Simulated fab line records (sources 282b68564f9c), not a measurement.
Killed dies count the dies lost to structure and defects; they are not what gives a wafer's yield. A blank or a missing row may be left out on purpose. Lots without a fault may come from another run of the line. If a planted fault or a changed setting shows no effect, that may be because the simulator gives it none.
fab line records -- flow rit-cmos
[record] lots = 14, wafers = 42, last-day = 7
route steps=202 shown ACTIVE@4 M1@202
lots that met no fault: taken from a fault-free run of the same line
start-h: hours from the record's first day to the start of the lot's first wafer shown -- wait-h: hours elapsed since this lot's preceding step -- " same as the row above -- L1.1+2: a row that stands for several wafers -- - no value, or no start given -- * or withheld: withheld -- < > ~ a bound
route shown NAME@n: names a module that has steps shown in the file, with the first one's number in the route -- usual: the fault-free wafers' mean and standard deviation -- same: alike in all rows -- chamber/n: place in a boat -- sites: per-site readings -- _std_site: how widely they spread, as a standard deviation -- _edge_site: outer sites' mean less inner sites' -- radius-mm: how far each site lies from the wafer's centre -- mask NAME#n: copy n -- behind: the last tool/chamber to shape the wafer -- hold: why the lot went on hold/how many hours it stayed there/how the hold came to an end -- device: transistor that didn't switch, given as n, p or np -- end of line: the tests these same wafers got at the end of their route -- a step given without rows: its recipe and nothing more -- killed: the dies lost at the first sort to structure and to defects; this is not the yield of the wafer -- map: dies across one wafer; x = killed, . = not, _ = none there
set.NAME: setting as actually run; set.NAME@STEP: the setting as run at that earlier step -- model.NAME: the simulator's own value behind a step, which no gauge read
steps of the route over a sample of lots; a table a step, a row a wafer
services: from which hour (start-h, from the record's first day; less than 0 if before it) a tool's chamber was out of use, for how many hours, and why
[[steps]]
[step RIT_ACTIVE_CVD_03]
[recipe] material = Si3N4, target-thk-nm = 150, temp-c = 810, precursor = SiH2Cl2/NH3, time-s = 1500, pressure-mtorr = 300, sih2cl2-flow-sccm = 60, nh3-flow-sccm = 150
[usual] pressure-mtorr = 299.9/0.65, spike-tc-centre-C = 813.3/0.95
lot.wafer,tool,chamber,start-h,wait-h,pressure-mtorr,spike-tc-centre-C
L967.1,lpcvd-01,0,15.01,0.1,299.6,814.1
L967.4,lpcvd-01,0,15.01,0.1,299.3,812.6
L967.5,lpcvd-01,0,15.01,0.1,300.1,813.1
L968.1,lpcvd-02,1,18.27,0.3,298.9,812.4
L968.3,lpcvd-02,1,18.27,0.3,301.7,813.3
L968.6,lpcvd-02,1,18.27,0.3,299.7,814.1
L969.3,lpcvd-02,1,22.50,0.0,301.0,812.4
L969.4,lpcvd-02,1,22.50,0.0,301.0,812.4
L969.5,lpcvd-02,1,22.50,0.0,300.2,813.5
L970.2,lpcvd-02,1,27.54,0.0,299.7,812.3
L970.5,lpcvd-02,1,27.54,0.0,300.9,814.6
L970.6,lpcvd-02,1,27.54,0.0,299.9,812.3
L971.1,lpcvd-01,0,32.64,0.6,300.1,810.9
L971.2,lpcvd-01,0,32.64,0.6,299.4,812.3
L971.3,lpcvd-01,0,32.64,0.6,299.4,814.5
L972.1,lpcvd-02,1,37.91,0.1,300.1,812.9
L972.3,lpcvd-02,1,37.91,0.1,299.9,812.8
L972.4,lpcvd-02,1,37.91,0.1,300.2,813.7
L973.2,lpcvd-01,1,43.24,0.8,298.7,813.7
L973.3,lpcvd-01,1,43.24,0.8,299.7,813.7
L973.6,lpcvd-01,1,43.24,0.8,299.2,812.3
L974.3,lpcvd-01,1,47.72,0.0,299.6,813.9
L974.5,lpcvd-01,1,47.72,0.0,299.1,813.0
L974.6,lpcvd-01,1,47.72,0.0,299.0,812.0
L976.4,lpcvd-01,1,59.32,0.0,149.8,813.2
L976.5,lpcvd-01,1,59.32,0.0,149.4,813.8
L976.6,lpcvd-01,1,59.32,0.0,149.9,814.1
L980.2,lpcvd-01,0,77.11,0.0,150.2,814.9
L980.5,lpcvd-01,0,77.11,0.0,149.9,812.8
L980.6,lpcvd-01,0,77.11,0.0,150.6,813.4
L984.3,lpcvd-02,0,102.24,0.0,300.3,814.3
L984.4,lpcvd-02,0,102.24,0.0,300.7,814.6
L984.5,lpcvd-02,0,102.24,0.0,300.7,813.0
L985.2,lpcvd-02,0,102.24,0.0,300.0,813.3
L985.5,lpcvd-02,0,102.24,0.0,299.4,814.0
L985.6,lpcvd-02,0,102.24,0.0,300.8,814.1
L987.1,lpcvd-02,1,115.14,0.1,300.8,811.9
L987.5,lpcvd-02,1,115.14,0.1,299.7,814.0
L987.6,lpcvd-02,1,115.14,0.1,300.7,812.6
L990.4,lpcvd-02,0,127.11,0.0,298.4,813.4
L990.5,lpcvd-02,0,127.11,0.0,299.4,813.0
L990.6,lpcvd-02,0,127.11,0.0,299.7,814.0
[step RIT_ACTIVE_THK_MEAS_04]
[recipe] reads = Si3N4_of_ACTIVE_CVD_03
[usual] ACTIVE_NITRIDE_THK = 149.4/1.4
lot.wafer,tool,chamber,start-h,wait-h,ACTIVE_NITRIDE_THK[nm]
L967.1,film-metro-02,-,16.42,0.0,150.3
L967.4,film-metro-02,-,16.42,0.0,150.5
L967.5,film-metro-02,-,16.42,0.0,150.2
L968.1,film-metro-01,-,19.69,0.0,150.4
L968.3,film-metro-01,-,19.69,0.0,150.1
L968.6,film-metro-01,-,19.69,0.0,151.0
L969.3,film-metro-04,-,23.94,0.0,151.5
L969.4,film-metro-04,-,23.94,0.0,150.8
L969.5,film-metro-04,-,23.94,0.0,151.0
L970.2,film-metro-02,-,28.96,0.0,150.5
L970.5,film-metro-02,-,28.96,0.0,150.6
L970.6,film-metro-02,-,28.96,0.0,150.0
L971.1,film-metro-04,-,34.06,0.0,151.1
L971.2,film-metro-04,-,34.06,0.0,149.7
L971.3,film-metro-04,-,34.06,0.0,149.1
L972.1,film-metro-04,-,39.33,0.0,148.4
L972.3,film-metro-04,-,39.33,0.0,147.4
L972.4,film-metro-04,-,39.33,0.0,147.7
L973.2,film-metro-02,-,44.66,0.0,149.7
L973.3,film-metro-02,-,44.66,0.0,149.1
L973.6,film-metro-02,-,44.66,0.0,150.2
L974.3,film-metro-04,-,49.16,0.0,150.2
L974.5,film-metro-04,-,49.16,0.0,150.4
L974.6,film-metro-04,-,49.16,0.0,150.9
L976.4,film-metro-01,-,60.76,0.0,119.4
L976.5,film-metro-01,-,60.76,0.0,121.4
L976.6,film-metro-01,-,60.76,0.0,120.3
L980.2,film-metro-04,-,78.54,0.0,121.0
L980.5,film-metro-04,-,78.54,0.0,121.9
L980.6,film-metro-04,-,78.54,0.0,121.8
L985.2,film-metro-01,-,103.66,0.0,150.2
L985.5,film-metro-01,-,103.66,0.0,150.3
L985.6,film-metro-01,-,103.66,0.0,150.0
L984.3,film-metro-04,-,103.67,0.0,151.1
L984.4,film-metro-04,-,103.67,0.0,152.2
L984.5,film-metro-04,-,103.67,0.0,150.8
L987.1,film-metro-02,-,117.26,0.0,144.5
L987.5,film-metro-02,-,117.26,0.0,144.4
L987.6,film-metro-02,-,117.26,0.0,145.7
L990.4,film-metro-01,-,128.56,0.0,150.2
L990.5,film-metro-01,-,128.56,0.0,150.1
L990.6,film-metro-01,-,128.56,0.0,149.5
[step RIT_ACTIVE_ETCH_13]
[recipe] stop-on = SiO2, chemistry = SF6, target = Si3N4, time-s = 210, over-etch-frac = 0.4, SF6_flow_sccm = 200, pressure-mtorr = 260, rf-w = 125, target-depth-a = 2100
[usual] drypump-motor-current-A = 5.5/0.38, oes-product-au = 0.818/0.014, throttle-valve-pct = 7.47/0.11
lot.wafer,tool,chamber,start-h,wait-h,drypump-motor-current-A,oes-product-au,rf-hours-counter-h,throttle-valve-pct
L967.1,rie-diel-03,2,17.73,0.1,6.1,0.820,163,7.28
L967.4,rie-diel-03,0,17.73,0.1,5.3,0.808,6,7.59
L967.5,rie-diel-03,3,17.73,0.1,5.7,0.827,-,7.52
L968.1,rie-diel-01,3,20.87,0.1,5.4,0.807,77,7.44
L968.3,rie-diel-01,0,20.87,0.1,5.0,0.828,2,7.40
L968.6,rie-diel-01,3,20.87,0.1,5.4,0.812,-,7.44
L969.3,rie-diel-03,3,25.10,0.1,5.7,0.837,162,7.51
L969.4,rie-diel-03,0,25.10,0.1,5.3,0.802,6,7.57
L969.5,rie-diel-03,1,25.10,0.1,5.3,0.815,-,7.41
L970.2,rie-diel-01,1,30.33,0.1,5.5,0.825,156,7.49
L970.5,rie-diel-01,3,30.33,0.1,5.4,0.813,-,7.45
L970.6,rie-diel-01,0,30.33,0.1,5.0,0.832,-,7.39
L971.1,rie-diel-01,3,35.36,0.1,5.4,0.812,77,7.43
L971.2,rie-diel-01,1,35.36,0.1,5.5,0.832,156,7.48
L971.3,rie-diel-01,2,35.36,0.1,5.9,0.809,57,7.45
L972.1,rie-diel-01,0,40.61,0.1,5.0,0.825,3,7.39
L972.3,rie-diel-01,1,40.61,0.1,5.4,0.817,156,7.48
L972.4,rie-diel-01,2,40.61,0.1,5.9,0.805,57,7.45
L973.2,rie-diel-03,3,46.36,0.1,5.7,0.836,162,7.51
L973.3,rie-diel-03,2,46.36,0.1,6.1,0.827,163,7.29
L973.6,rie-diel-03,0,46.36,0.1,5.3,0.786,-,7.57
L974.3,rie-diel-04,3,50.32,0.1,5.8,0.833,48,7.48
L974.5,rie-diel-04,2,50.32,0.1,5.8,0.807,-,7.77
L974.6,rie-diel-04,3,50.32,0.1,5.8,0.847,-,7.49
L976.4,rie-diel-04,0,62.04,0.1,6.2,0.734,13,7.60
L976.5,rie-diel-04,3,62.04,0.1,5.9,0.749,-,7.48
L976.6,rie-diel-04,0,62.04,0.1,6.3,0.749,-,7.58
L980.2,rie-diel-03,0,79.73,0.1,5.3,0.715,7,7.57
L980.5,rie-diel-03,3,79.73,0.1,5.7,0.758,-,7.51
L980.6,rie-diel-03,1,79.73,0.1,5.3,0.735,-,7.41
L984.3,rie-diel-01,3,104.96,0.1,5.4,0.809,79,7.43
L984.4,rie-diel-01,2,104.96,0.1,5.9,0.812,58,7.44
L984.5,rie-diel-01,0,104.96,0.1,5.1,0.837,-,7.39
L985.2,rie-diel-03,1,105.09,0.1,5.2,0.812,5,7.40
L985.5,rie-diel-03,2,105.09,0.1,6.1,0.817,-,7.28
L985.6,rie-diel-03,1,105.09,0.1,5.3,0.814,-,7.40
L987.1,rie-diel-01,0,118.57,0.1,5.0,0.820,5,7.39
L987.5,rie-diel-01,2,118.57,0.1,5.9,0.792,-,7.46
L987.6,rie-diel-01,0,118.57,0.1,5.0,0.831,-,7.41
L990.4,rie-diel-03,0,129.71,0.1,5.3,0.808,8,7.58
L990.5,rie-diel-03,2,129.71,0.1,6.1,0.824,-,7.29
L990.6,rie-diel-03,1,129.71,0.1,5.2,0.805,-,7.41
[step RIT_M1_PROBE_99]
[usual] killed_at_M0_to_M3 = 0.0/0.2, killed-at-front-end = 6.8/2.9, killed-dies = 6.8/2.9, killed-open = 3.3/1.9, killed-short = 3.5/2
[same] gross-dies = 264, killed_at_M4_up = 0, killed-at-back-side = 0, killed-at-contacts = 0, killed-at-other = 0
lot.wafer,tool,chamber,start-h,wait-h,killed_at_M0_to_M3,killed-at-front-end,killed-dies,killed-open,killed-short
L976.4,prober-02,-,117.15,0.5,0,7,7,2,5
L976.5,prober-02,-,117.20,0.5,1,7,8,4,4
L976.6,prober-02,-,117.25,0.6,0,8,8,4,4
L980.2,prober-02,-,132.41,0.1,0,8,8,5,3
L980.5,prober-02,-,132.56,0.2,0,7,7,4,3
L980.6,prober-02,-,132.61,0.2,0,1,1,1,0
L985.2,prober-01,-,155.67,0.1,0,3,3,1,2
L985.5,prober-01,-,155.82,0.2,0,5,5,4,1
L985.6,prober-01,-,155.87,0.2,1,6,7,4,3
L987.1,prober-01,-,163.48,0.1,0,7,7,5,2
L987.5,prober-01,-,163.68,0.2,0,14,14,7,7
L987.6,prober-01,-,163.73,0.2,0,2,2,1,1
L990.4,prober-02,-,175.86,0.2,0,3,3,1,2
L990.5,prober-02,-,175.91,0.2,1,4,5,3,2
L990.6,prober-02,-,175.96,0.2,0,6,6,4,2
// killed by level:class
L976.4 FOX2:geometric-particle:short=2 SILICIDE:geometric-particle:open=2 FOX1:geometric-particle:short=1 GATE:geometric-particle:short=1 SILICIDE:geometric-particle:short=1
L976.5 SPACER:geometric-particle:open=2 FOX2:geometric-particle:open=1 FOX2:geometric-particle:short=1 GATE:geometric-particle:short=1 REOX:geometric-particle:open=1 REOX:geometric-particle:short=1 M1:geometric-particle:short=1
L976.6 FOX1:geometric-particle:open=3 REOX:geometric-particle:short=2 FOX1:geometric-particle:short=1 GATE:geometric-particle:short=1 REOX:geometric-particle:open=1
L980.2 GATE:geometric-particle:open=3 GATE:geometric-particle:short=2 FOX1:geometric-particle:open=1 FOX2:geometric-particle:open=1 REOX:geometric-particle:short=1
L980.5 GATE:geometric-particle:open=4 GATE:geometric-particle:short=3
L980.6 SPACER:geometric-particle:open=1
L985.2 FOX1:geometric-particle:open=1 FOX1:geometric-particle:short=1 FOX2:geometric-particle:short=1
L985.5 GATE:geometric-particle:open=2 FOX2:geometric-particle:open=1 FOX2:geometric-particle:short=1 REOX:geometric-particle:open=1
L985.6 GATE:geometric-particle:open=3 FOX1:geometric-particle:open=1 FOX2:geometric-particle:short=1 GATE:geometric-particle:short=1 M1:geometric-particle:short=1
L987.1 SPACER:geometric-particle:open=3 REOX:geometric-particle:open=2 GATE:geometric-particle:short=1 SPACER:geometric-particle:short=1
L987.5 GATE:geometric-particle:open=5 GATE:geometric-particle:short=3 REOX:geometric-particle:short=2 SPACER:geometric-particle:open=2 FOX1:geometric-particle:short=1 SPACER:geometric-particle:short=1
L987.6 FOX1:geometric-particle:short=1 GATE:geometric-particle:open=1
L990.4 FOX1:geometric-particle:short=1 GATE:geometric-particle:short=1 SILICIDE:geometric-particle:open=1
L990.5 GATE:geometric-particle:short=1 GATE:geometric-particle:open=1 SILICIDE:geometric-particle:short=1 SILICIDE:geometric-particle:open=1 M1:geometric-particle:open=1
L990.6 REOX:geometric-particle:open=2 FOX1:geometric-particle:open=1 FOX1:geometric-particle:short=1 GATE:geometric-particle:short=1 SILICIDE:geometric-particle:open=1
[[services]]
tool,chamber,start-h,hours,kind
rie-diel-04,0,9.87,2.6,repair
rie-diel-04,-,47.35,2.8,pm
rie-diel-03,-,72.23,0.4,repair
rie-diel-03,2,76.22,-,clean
rie-diel-03,2,76.22,24.6,scheduled-down
rie-diel-03,2,76.22,24.6,vent-cycle
rie-diel-01,2,84.55,14.7,repair
rie-diel-03,3,100.78,-,clean
rie-diel-03,3,100.78,16.7,scheduled-down
rie-diel-03,3,100.78,16.7,vent-cycle
rie-diel-03,0,103.13,20.8,repair
rie-diel-04,2,109.09,2.8,repair
rie-diel-01,1,114.64,-,clean
rie-diel-01,1,114.64,22.7,scheduled-down
rie-diel-01,1,114.64,22.7,vent-cycle
[[key]]
[first-sign] step = RIT_ACTIVE_CVD_03, reading = pressure-mtorr, direction = down, sigmas = 99+, usual = 299.9, struck = 150.0
[effect] step = RIT_ACTIVE_THK_MEAS_04, reading = ACTIVE_NITRIDE_THK, direction = down, sigmas = 20, usual = 149.4, struck = 121.0
[effect] step = RIT_ACTIVE_ETCH_13, reading = oes-product-au, direction = down, sigmas = 5.7, usual = 0.818, struck = 0.740
met-at RIT_ACTIVE_CVD_03
struck-lots L976,L980
tester-left-out L976,L980
onset-between 47.72 59.32
[fault] kind = process-parameter-drift, tool = lpcvd-01, chamber = -, onset-h = 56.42, steps = RIT_ACTIVE_CVD_03, channel = pressure-mtorr, offset = -150, shape = step, end-h = 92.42, acts-in = these-recipes-only, stated = 300
// tester-left-out: of these lots the tester's yield and bins aren't shown, on N5 and GAA mostly nor the transistor test; their killed dies are dies lost to structure and defects alone, not to doping, threshold or leakage, so they don't give the yield
